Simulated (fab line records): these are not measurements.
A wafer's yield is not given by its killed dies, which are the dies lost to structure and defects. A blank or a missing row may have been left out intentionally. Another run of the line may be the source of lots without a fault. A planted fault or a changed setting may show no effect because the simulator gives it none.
Problem report in the 8D (eight disciplines) form, filled by code ; flow rit cmos ; the parts of the form that need people (team, actions taken, sign-off) are left out

1. WHAT WENT WRONG
Mean of run length s at RIT_NRETRO_SOFTBAKE_02: 94.61 s across 9 wafers in 3 lots; on wafers with no fault it is 89.07 s (standard deviation 0.21). That is +26 standard deviations from the usual mean.
The step: time 60 s.
The first sign was on wafer L317.2 at day 4 13:55, on litho track-04. Wafers with a number at this step in the record: 45, from 15 lots. By rule, "out" or "out of limits" means more than 4 standard deviations away from the usual mean. Any other wafer with a number is counted as sound.

2. WHAT THIS IS AND IS NOT
question;is;is not
which readings at this step;run length s;resist line temp C
which lots;L317, L318, L319;L306, L307, L309, L310, L311, L312, L313, L314, L315, L316, L320, L329
which wafers of those lots;all that have a number;-
read on which tools;litho track-04;litho track-02, litho track-03
when;from day 4 13:55;"up to then (30 sound wafers); but 6 sound wafers of L320, L329 came after"

3. THE SUSPECTS, EACH WITH WHAT RULES IT OUT
Counting: a tool stays on the suspect list if, at a process step up to the reading, it processed all lots that are out and no sound lot following the first of them.
- litho track-04 at RIT_NRETRO_SOFTBAKE_02 (time 60 s): kept. Every lot that is out went through it, starting with L317 (day 4 13:55), and after that it ran no sound lot; the last sound lot it ran before then is L316 (day 4 06:26). Out on those wafers are its own readings of run length s.
After counting, what remains is litho track-04 at RIT_NRETRO_SOFTBAKE_02.

4. THE CAUSE (what the simulator had put in)
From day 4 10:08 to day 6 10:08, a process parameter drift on litho track-04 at RIT_NRETRO_SOFTBAKE_02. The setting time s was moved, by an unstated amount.
This tool alone remained once counting was done.

5. THE EFFECT CHAIN, in route order
Each row: a reading where the mean over the struck wafers with a number is more than 3 standard deviations away from the usual. Scope: only readings with a usual standard deviation given in the record; hours: median across lots of the time from each lot's start at the first step in this table that gives one to its start at this step; sigmas: change in usual standard deviations.
hours;step;reading;usual;on struck wafers;change;sigmas
0;RIT_NRETRO_SOFTBAKE_02;run length s;89.07 s;94.61;+5.54;+26
Here are the process steps it includes:
- RIT_NRETRO_SOFTBAKE_02: time 60 s.

6. WHAT WOULD HAVE CAUGHT IT SOONER
The fault began at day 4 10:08; the first out-of-limits reading in this record came at day 4 13:55, 4 hours later.
